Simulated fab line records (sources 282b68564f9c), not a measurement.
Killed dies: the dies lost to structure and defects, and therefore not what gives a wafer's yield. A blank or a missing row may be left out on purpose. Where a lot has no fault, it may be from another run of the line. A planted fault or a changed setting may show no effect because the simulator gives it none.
fab line records / flow ritCmos
[record] lots = 13 wafers = 39 lastDay = 7
route steps=202 shown NSD@133 M1@202
lots with no fault: from the same line, run without faults
startH: hours from the record's first day to the start of the lot's first wafer shown / waitH: time in hours since the lot's previous step / " as in the row above / L1.1+2: several wafers, shown together as one row / - value missing, or start not given / * or withheld: withheld / < > ~ a bound
route shown NAME@n: names a module that has steps shown in the file, with the first one's number in the route / usual: average and standard deviation across the fault-free wafers / same: alike in all rows / chamber/n: place in a boat / sites: readings site by site / _std_site: standard deviation across them / _edge_site: outer sites' mean less inner sites' / radiusMm: how far each site lies from the wafer's centre / mask NAME#n: copy n / behind: the most recent tool/chamber to have shaped the wafer / hold: why the lot went on hold/how many hours it stayed there/how the hold came to an end / device: the n, p or np transistor that did not switch / end of line: tests of these same wafers at the route's end / a step given without rows: its recipe and nothing more / killed: count of dies lost to structure and defects at first sort (not the wafer's yield) / map: the dies of a wafer, with x for killed, . for not killed, _ for no die there
set.NAME: the setting as run; set.NAME@STEP: as run at that earlier step / model.NAME: the simulator's own value behind a step, which no gauge read
a sample of lots followed through the steps of the route, with each step as a table and each wafer as a row
[[steps]]
[step RIT_NSD_SOFTBAKE_02]
[recipe] resist = NOVOLAK tempC = 90 timeS = 60
[usual] runLengthS = 89.16/0.17
lot.wafer=L456.2 tool=lithoTrack-04 chamber=0 startH=51.51 waitH=0.1 runLengthS=89.40
lot.wafer=L456.4 tool=lithoTrack-04 chamber=0 startH=51.51 waitH=0.1 runLengthS=89.25
lot.wafer=L456.6 tool=lithoTrack-04 chamber=0 startH=51.51 waitH=0.1 runLengthS=89.31
lot.wafer=L457.1 tool=lithoTrack-03 chamber=0 startH=55.53 waitH=0.1 runLengthS=89.08
lot.wafer=L457.3 tool=lithoTrack-03 chamber=0 startH=55.53 waitH=0.1 runLengthS=89.37
lot.wafer=L457.4 tool=lithoTrack-03 chamber=0 startH=55.53 waitH=0.1 runLengthS=89.18
lot.wafer=L458.3 tool=lithoTrack-02 chamber=0 startH=62.54 waitH=0.1 runLengthS=89.13
lot.wafer=L458.5 tool=lithoTrack-02 chamber=0 startH=62.54 waitH=0.1 runLengthS=89.08
lot.wafer=L458.6 tool=lithoTrack-02 chamber=0 startH=62.54 waitH=0.1 runLengthS=89.17
lot.wafer=L459.3 tool=lithoTrack-03 chamber=0 startH=64.49 waitH=0.1 runLengthS=89.10
lot.wafer=L459.4 tool=lithoTrack-03 chamber=0 startH=64.49 waitH=0.1 runLengthS=89.15
lot.wafer=L459.5 tool=lithoTrack-03 chamber=0 startH=64.49 waitH=0.1 runLengthS=89.07
lot.wafer=L460.2 tool=lithoTrack-03 chamber=0 startH=69.55 waitH=0.1 runLengthS=89.12
lot.wafer=L460.3 tool=lithoTrack-03 chamber=0 startH=69.55 waitH=0.1 runLengthS=89.29
lot.wafer=L460.5 tool=lithoTrack-03 chamber=0 startH=69.55 waitH=0.1 runLengthS=89.42
lot.wafer=L461.3 tool=lithoTrack-04 chamber=0 startH=74.19 waitH=0.1 runLengthS=89.29
lot.wafer=L461.5 tool=lithoTrack-04 chamber=0 startH=74.19 waitH=0.1 runLengthS=89.36
lot.wafer=L461.6 tool=lithoTrack-04 chamber=0 startH=74.19 waitH=0.1 runLengthS=89.30
lot.wafer=L469.1 tool=lithoTrack-02 chamber=0 startH=112.31 waitH=0.1 runLengthS=104.08
lot.wafer=L469.4 tool=lithoTrack-02 chamber=0 startH=112.31 waitH=0.1 runLengthS=103.88
lot.wafer=L469.6 tool=lithoTrack-02 chamber=0 startH=112.31 waitH=0.1 runLengthS=103.96
lot.wafer=L470.1 tool=lithoTrack-02 chamber=0 startH=125.12 waitH=0.1 runLengthS=104.20
lot.wafer=L470.3 tool=lithoTrack-02 chamber=0 startH=125.12 waitH=0.1 runLengthS=103.87
lot.wafer=L470.4 tool=lithoTrack-02 chamber=0 startH=125.12 waitH=0.1 runLengthS=103.94
lot.wafer=L471.2 tool=lithoTrack-04 chamber=0 startH=132.02 waitH=0.1 runLengthS=89.44
lot.wafer=L471.3 tool=lithoTrack-04 chamber=0 startH=132.02 waitH=0.1 runLengthS=89.52
lot.wafer=L471.4 tool=lithoTrack-04 chamber=0 startH=132.02 waitH=0.1 runLengthS=89.30
lot.wafer=L472.1 tool=lithoTrack-03 chamber=0 startH=137.45 waitH=0.1 runLengthS=89.10
lot.wafer=L472.2 tool=lithoTrack-03 chamber=0 startH=137.45 waitH=0.1 runLengthS=89.27
lot.wafer=L472.5 tool=lithoTrack-03 chamber=0 startH=137.45 waitH=0.1 runLengthS=89.05
lot.wafer=L474.2 tool=lithoTrack-04 chamber=0 startH=141.86 waitH=0.1 runLengthS=89.69
lot.wafer=L474.4 tool=lithoTrack-04 chamber=0 startH=141.86 waitH=0.1 runLengthS=89.52
lot.wafer=L474.5 tool=lithoTrack-04 chamber=0 startH=141.86 waitH=0.1 runLengthS=89.31
lot.wafer=L475.2 tool=lithoTrack-03 chamber=0 startH=155.60 waitH=0.1 runLengthS=89.27
lot.wafer=L475.3 tool=lithoTrack-03 chamber=0 startH=155.60 waitH=0.1 runLengthS=89.08
lot.wafer=L475.5 tool=lithoTrack-03 chamber=0 startH=155.60 waitH=0.1 runLengthS=89.05
lot.wafer=L477.2 tool=lithoTrack-03 chamber=0 startH=159.69 waitH=0.1 runLengthS=89.13
lot.wafer=L477.3 tool=lithoTrack-03 chamber=0 startH=159.69 waitH=0.1 runLengthS=89.16
lot.wafer=L477.4 tool=lithoTrack-03 chamber=0 startH=159.69 waitH=0.1 runLengthS=89.16
[step RIT_M1_PROBE_99]
[usual] killed_at_M0_to_M3 = 0.0/0.12 killedAtContacts = 0.0/0.2 killedAtFrontEnd = 6.6/2.8 killedDies = 6.6/2.8 killedOpen = 3.3/1.9 killedShort = 3.2/1.8
[same] grossDies = 264 killed_at_M4_up = 0 killedAtBackSide = 0 killedAtOther = 0
lot.wafer=L456.2 tool=prober-02 chamber=- startH=62.46 waitH=0.1 killed_at_M0_to_M3=0 killedAtContacts=0 killedAtFrontEnd=6 killedDies=6 killedOpen=4 killedShort=2
lot.wafer=L456.4 tool=prober-02 chamber=- startH=62.56 waitH=0.2 killed_at_M0_to_M3=0 killedAtContacts=0 killedAtFrontEnd=8 killedDies=8 killedOpen=5 killedShort=3
lot.wafer=L456.6 tool=prober-02 chamber=- startH=62.66 waitH=0.2 killed_at_M0_to_M3=0 killedAtContacts=0 killedAtFrontEnd=7 killedDies=7 killedOpen=4 killedShort=3
lot.wafer=L457.1 tool=prober-01 chamber=- startH=66.58 waitH=0.1 killed_at_M0_to_M3=0 killedAtContacts=0 killedAtFrontEnd=6 killedDies=6 killedOpen=2 killedShort=4
lot.wafer=L457.3 tool=prober-01 chamber=- startH=66.68 waitH=0.2 killed_at_M0_to_M3=0 killedAtContacts=0 killedAtFrontEnd=2 killedDies=2 killedOpen=0 killedShort=2
lot.wafer=L457.4 tool=prober-01 chamber=- startH=66.73 waitH=0.2 killed_at_M0_to_M3=1 killedAtContacts=0 killedAtFrontEnd=10 killedDies=11 killedOpen=3 killedShort=7
lot.wafer=L458.3 tool=prober-02 chamber=- startH=73.69 waitH=0.2 killed_at_M0_to_M3=0 killedAtContacts=0 killedAtFrontEnd=2 killedDies=2 killedOpen=0 killedShort=2
lot.wafer=L458.5 tool=prober-02 chamber=- startH=73.79 waitH=0.2 killed_at_M0_to_M3=0 killedAtContacts=0 killedAtFrontEnd=10 killedDies=10 killedOpen=3 killedShort=7
lot.wafer=L458.6 tool=prober-02 chamber=- startH=73.84 waitH=0.2 killed_at_M0_to_M3=0 killedAtContacts=0 killedAtFrontEnd=5 killedDies=5 killedOpen=3 killedShort=2
lot.wafer=L459.3 tool=prober-01 chamber=- startH=75.19 waitH=0.2 killed_at_M0_to_M3=0 killedAtContacts=0 killedAtFrontEnd=6 killedDies=6 killedOpen=1 killedShort=5
lot.wafer=L459.4 tool=prober-01 chamber=- startH=75.24 waitH=0.2 killed_at_M0_to_M3=0 killedAtContacts=0 killedAtFrontEnd=6 killedDies=6 killedOpen=3 killedShort=3
lot.wafer=L459.5 tool=prober-01 chamber=- startH=75.29 waitH=0.2 killed_at_M0_to_M3=0 killedAtContacts=0 killedAtFrontEnd=9 killedDies=9 killedOpen=7 killedShort=2
lot.wafer=L460.2 tool=prober-02 chamber=- startH=79.87 waitH=0.1 killed_at_M0_to_M3=0 killedAtContacts=0 killedAtFrontEnd=10 killedDies=10 killedOpen=7 killedShort=3
lot.wafer=L460.3 tool=prober-02 chamber=- startH=79.92 waitH=0.2 killed_at_M0_to_M3=0 killedAtContacts=0 killedAtFrontEnd=5 killedDies=5 killedOpen=4 killedShort=1
lot.wafer=L460.5 tool=prober-02 chamber=- startH=80.02 waitH=0.2 killed_at_M0_to_M3=0 killedAtContacts=0 killedAtFrontEnd=7 killedDies=7 killedOpen=5 killedShort=2
lot.wafer=L461.3 tool=prober-01 chamber=- startH=84.91 waitH=0.2 killed_at_M0_to_M3=0 killedAtContacts=0 killedAtFrontEnd=9 killedDies=9 killedOpen=4 killedShort=5
lot.wafer=L461.5 tool=prober-01 chamber=- startH=85.01 waitH=0.2 killed_at_M0_to_M3=0 killedAtContacts=0 killedAtFrontEnd=10 killedDies=10 killedOpen=6 killedShort=4
lot.wafer=L461.6 tool=prober-01 chamber=- startH=85.06 waitH=0.2 killed_at_M0_to_M3=0 killedAtContacts=0 killedAtFrontEnd=8 killedDies=8 killedOpen=3 killedShort=5
lot.wafer=L469.1 tool=prober-01 chamber=- startH=122.87 waitH=0.1 killed_at_M0_to_M3=0 killedAtContacts=0 killedAtFrontEnd=6 killedDies=6 killedOpen=4 killedShort=2
lot.wafer=L469.4 tool=prober-01 chamber=- startH=123.02 waitH=0.2 killed_at_M0_to_M3=0 killedAtContacts=0 killedAtFrontEnd=7 killedDies=7 killedOpen=4 killedShort=3
lot.wafer=L469.6 tool=prober-01 chamber=- startH=123.12 waitH=0.2 killed_at_M0_to_M3=0 killedAtContacts=0 killedAtFrontEnd=10 killedDies=10 killedOpen=4 killedShort=6
lot.wafer=L470.1 tool=prober-02 chamber=- startH=135.87 waitH=0.1 killed_at_M0_to_M3=0 killedAtContacts=0 killedAtFrontEnd=7 killedDies=7 killedOpen=3 killedShort=4
lot.wafer=L470.3 tool=prober-02 chamber=- startH=135.97 waitH=0.2 killed_at_M0_to_M3=0 killedAtContacts=0 killedAtFrontEnd=12 killedDies=12 killedOpen=7 killedShort=4
lot.wafer=L470.4 tool=prober-02 chamber=- startH=136.02 waitH=0.2 killed_at_M0_to_M3=0 killedAtContacts=0 killedAtFrontEnd=5 killedDies=5 killedOpen=2 killedShort=3
lot.wafer=L471.2 tool=prober-01 chamber=- startH=142.73 waitH=0.1 killed_at_M0_to_M3=0 killedAtContacts=0 killedAtFrontEnd=1 killedDies=1 killedOpen=1 killedShort=0
lot.wafer=L471.3 tool=prober-01 chamber=- startH=142.78 waitH=0.2 killed_at_M0_to_M3=0 killedAtContacts=0 killedAtFrontEnd=5 killedDies=5 killedOpen=2 killedShort=3
lot.wafer=L471.4 tool=prober-01 chamber=- startH=142.83 waitH=0.2 killed_at_M0_to_M3=0 killedAtContacts=0 killedAtFrontEnd=10 killedDies=10 killedOpen=5 killedShort=5
lot.wafer=L472.1 tool=prober-02 chamber=- startH=148.21 waitH=0.1 killed_at_M0_to_M3=0 killedAtContacts=0 killedAtFrontEnd=8 killedDies=8 killedOpen=4 killedShort=4
lot.wafer=L472.2 tool=prober-02 chamber=- startH=148.26 waitH=0.1 killed_at_M0_to_M3=0 killedAtContacts=0 killedAtFrontEnd=11 killedDies=11 killedOpen=6 killedShort=5
lot.wafer=L472.5 tool=prober-02 chamber=- startH=148.41 waitH=0.2 killed_at_M0_to_M3=0 killedAtContacts=0 killedAtFrontEnd=10 killedDies=10 killedOpen=6 killedShort=4
lot.wafer=L474.2 tool=prober-02 chamber=- startH=152.76 waitH=0.1 killed_at_M0_to_M3=0 killedAtContacts=0 killedAtFrontEnd=8 killedDies=8 killedOpen=4 killedShort=4
lot.wafer=L474.4 tool=prober-02 chamber=- startH=152.86 waitH=0.2 killed_at_M0_to_M3=0 killedAtContacts=0 killedAtFrontEnd=12 killedDies=12 killedOpen=7 killedShort=5
lot.wafer=L474.5 tool=prober-02 chamber=- startH=152.91 waitH=0.2 killed_at_M0_to_M3=0 killedAtContacts=0 killedAtFrontEnd=3 killedDies=3 killedOpen=1 killedShort=2
lot.wafer=L475.2 tool=prober-01 chamber=- startH=166.19 waitH=0.1 killed_at_M0_to_M3=0 killedAtContacts=1 killedAtFrontEnd=7 killedDies=8 killedOpen=3 killedShort=5
lot.wafer=L475.3 tool=prober-01 chamber=- startH=166.24 waitH=0.2 killed_at_M0_to_M3=0 killedAtContacts=0 killedAtFrontEnd=3 killedDies=3 killedOpen=1 killedShort=2
lot.wafer=L475.5 tool=prober-01 chamber=- startH=166.34 waitH=0.2 killed_at_M0_to_M3=0 killedAtContacts=0 killedAtFrontEnd=8 killedDies=8 killedOpen=4 killedShort=4
lot.wafer=L477.2 tool=prober-01 chamber=- startH=170.68 waitH=0.1 killed_at_M0_to_M3=0 killedAtContacts=0 killedAtFrontEnd=11 killedDies=11 killedOpen=4 killedShort=6
lot.wafer=L477.3 tool=prober-01 chamber=- startH=170.73 waitH=0.2 killed_at_M0_to_M3=0 killedAtContacts=0 killedAtFrontEnd=7 killedDies=7 killedOpen=4 killedShort=2
lot.wafer=L477.4 tool=prober-01 chamber=- startH=170.78 waitH=0.2 killed_at_M0_to_M3=0 killedAtContacts=0 killedAtFrontEnd=7 killedDies=7 killedOpen=3 killedShort=4
// killed by level:class
L456.2 SPACER:geometricParticle:open=2 SILICIDE:geometricParticle:open=2 FOX1:geometricParticle:short=1 GATE:geometricParticle:short=1
L456.4 FOX1:geometricParticle:open=2 SPACER:geometricParticle:short=2 SPACER:geometricParticle:open=2 FOX2:geometricParticle:open=1 SILICIDE:geometricParticle:short=1
L456.6 FOX1:geometricParticle:open=2 ACTIVE:geometricParticle:open=1 FOX1:geometricParticle:short=1 GATE:geometricParticle:short=1 GATE:geometricParticle:open=1 SPACER:geometricParticle:short=1
L457.1 GATE:geometricParticle:short=2 GATE:geometricParticle:open=1 REOX:geometricParticle:short=1 SPACER:geometricParticle:open=1 SPACER:geometricParticle:short=1
L457.3 GATE:geometricParticle:short=2
L457.4 REOX:geometricParticle:short=3 GATE:geometricParticle:short=2 REOX:geometricParticle:open=2 SILICIDE:geometricParticle:short=2 SILICIDE:geometricParticle:open=1 M1:coatMicrobubblePrinted=1
L458.3 GATE:geometricParticle:short=1 SPACER:geometricParticle:short=1
L458.5 GATE:geometricParticle:short=3 GATE:geometricParticle:open=2 SPACER:geometricParticle:short=2 SILICIDE:geometricParticle:short=2 SILICIDE:geometricParticle:open=1
L458.6 FOX1:geometricParticle:short=1 FOX1:geometricParticle:open=1 GATE:geometricParticle:open=1 GATE:geometricParticle:short=1 SPACER:geometricParticle:open=1
L459.3 FOX1:geometricParticle:short=2 GATE:geometricParticle:short=2 REOX:geometricParticle:open=1 SPACER:geometricParticle:short=1
L459.4 GATE:geometricParticle:open=2 SPACER:geometricParticle:short=2 GATE:geometricParticle:short=1 SPACER:geometricParticle:open=1
L459.5 GATE:geometricParticle:open=4 ACTIVE:geometricParticle:open=1 FOX1:geometricParticle:short=1 FOX1:geometricParticle:open=1 GATE:geometricParticle:short=1 SILICIDE:geometricParticle:open=1
L460.2 REOX:geometricParticle:open=3 GATE:geometricParticle:open=2 FOX1:geometricParticle:short=1 FOX1:geometricParticle:open=1 GATE:geometricParticle:short=1 REOX:geometricParticle:short=1 SILICIDE:geometricParticle:open=1
L460.3 GATE:geometricParticle:open=3 FOX1:geometricParticle:short=1 SPACER:geometricParticle:open=1
L460.5 GATE:geometricParticle:open=2 REOX:geometricParticle:open=1 SPACER:geometricParticle:open=1 SPACER:geometricParticle:short=1 SILICIDE:geometricParticle:open=1 SILICIDE:geometricParticle:short=1
L461.3 FOX1:geometricParticle:open=2 GATE:geometricParticle:open=2 SPACER:geometricParticle:short=2 FOX1:geometricParticle:short=1 GATE:geometricParticle:short=1 REOX:geometricParticle:short=1
L461.5 FOX1:geometricParticle:open=4 GATE:geometricParticle:short=2 FOX1:geometricParticle:short=1 REOX:geometricParticle:open=1 SILICIDE:geometricParticle:open=1 SILICIDE:geometricParticle:short=1
L461.6 GATE:geometricParticle:open=2 FOX1:geometricParticle:short=1 FOX2:geometricParticle:short=1 GATE:geometricParticle:short=1 REOX:geometricParticle:short=1 SILICIDE:geometricParticle:open=1 SILICIDE:geometricParticle:short=1
L469.1 GATE:geometricParticle:open=2 GATE:geometricParticle:short=1 REOX:geometricParticle:open=1 SPACER:geometricParticle:open=1 SILICIDE:geometricParticle:short=1
L469.4 GATE:geometricParticle:open=3 GATE:geometricParticle:short=2 REOX:geometricParticle:open=1 REOX:geometricParticle:short=1
L469.6 GATE:geometricParticle:short=3 REOX:geometricParticle:open=2 GATE:geometricParticle:open=1 REOX:geometricParticle:short=1 SPACER:geometricParticle:short=1 SPACER:geometricParticle:open=1 SILICIDE:geometricParticle:short=1
L470.1 REOX:geometricParticle:open=2 FOX1:geometricParticle:open=1 FOX2:geometricParticle:short=1 GATE:geometricParticle:short=1 REOX:geometricParticle:short=1 SPACER:geometricParticle:short=1
L470.3 GATE:geometricParticle:open=3 SPACER:geometricParticle:open=2 FOX1:geometricParticle:short=1 FOX2:geometricParticle:open=1 GATE:geometricParticle:short=1 REOX:geometricParticle:open=1 SPACER:geometricParticle:short=1 SILICIDE:geometricParticle:short=1
L470.4 GATE:geometricParticle:short=2 GATE:geometricParticle:open=1 SILICIDE:geometricParticle:open=1 SILICIDE:geometricParticle:short=1
L471.2 FOX2:geometricParticle:open=1
L471.3 FOX2:geometricParticle:short=2 GATE:geometricParticle:short=1 REOX:geometricParticle:open=1 SILICIDE:geometricParticle:open=1
L471.4 FOX2:geometricParticle:open=2 GATE:geometricParticle:short=2 SILICIDE:geometricParticle:short=2 FOX1:geometricParticle:open=1 FOX2:geometricParticle:short=1 GATE:geometricParticle:open=1 SILICIDE:geometricParticle:open=1
L472.1 GATE:geometricParticle:short=3 FOX2:geometricParticle:open=2 GATE:geometricParticle:open=1 REOX:geometricParticle:short=1 SPACER:geometricParticle:open=1
L472.2 GATE:geometricParticle:short=3 SPACER:geometricParticle:open=2 SILICIDE:geometricParticle:open=2 FOX2:geometricParticle:open=1 FOX2:geometricParticle:short=1 GATE:geometricParticle:open=1 REOX:geometricParticle:short=1
L472.5 GATE:geometricParticle:open=3 GATE:geometricParticle:short=2 SPACER:geometricParticle:short=2 FOX2:geometricParticle:open=1 REOX:geometricParticle:open=1 SPACER:geometricParticle:open=1
L474.2 GATE:geometricParticle:open=3 GATE:geometricParticle:short=2 SPACER:geometricParticle:short=1 SILICIDE:geometricParticle:short=1 SILICIDE:geometricParticle:open=1
L474.4 GATE:geometricParticle:open=5 GATE:geometricParticle:short=4 FOX1:geometricParticle:open=2 SILICIDE:geometricParticle:short=1
L474.5 FOX1:geometricParticle:short=1 GATE:geometricParticle:open=1 SILICIDE:geometricParticle:short=1
L475.2 GATE:geometricParticle:short=3 FOX1:geometricParticle:short=1 FOX1:geometricParticle:open=1 GATE:geometricParticle:open=1 REOX:geometricParticle:short=1 CONTACT:geometricParticle:open=1
L475.3 GATE:geometricParticle:short=2 GATE:geometricParticle:open=1
L475.5 GATE:geometricParticle:short=2 SPACER:geometricParticle:open=2 FOX2:geometricParticle:open=1 FOX2:geometricParticle:short=1 REOX:geometricParticle:open=1 SPACER:geometricParticle:short=1
L477.2 GATE:geometricParticle:short=3 FOX1:geometricParticle:short=2 GATE:geometricParticle:open=2 REOX:geometricParticle:open=1 REOX:geometricParticle:short=1 SPACER:geometricParticle:open=1 NLDD:coatMicrobubblePrinted=1
L477.3 GATE:geometricParticle:open=2 FOX2:geometricParticle:open=1 GATE:geometricParticle:short=1 REOX:geometricParticle:short=1 REOX:geometricParticle:open=1 NLDD:coatMicrobubblePrinted=1
L477.4 FOX1:geometricParticle:open=2 FOX2:geometricParticle:short=1 GATE:geometricParticle:short=1 SPACER:geometricParticle:short=1 SILICIDE:geometricParticle:open=1 SILICIDE:geometricParticle:short=1
[[key]]
[firstSign] step = RIT_NSD_SOFTBAKE_02 reading = runLengthS direction = up sigmas = 88 usual = * struck = *
effect none on later readings
metAt RIT_NSD_SOFTBAKE_02
struckLots L469,L470
testerLeftOut L469,L470
onsetBetween 62.54 112.31
[fault] kind = processParameterDrift tool = lithoTrack-02 chamber = - onsetH = 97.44 steps = RIT_NSD_SOFTBAKE_02 channel = timeS offset = * shape = step endH = 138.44 actsIn = * stated = *
// testerLeftOut: of these lots the tester's yield and bins aren't shown, on N5 and GAA mostly nor the transistor test; their killed dies are dies lost to structure and defects alone, not to doping, threshold or leakage, so they don't give the yield
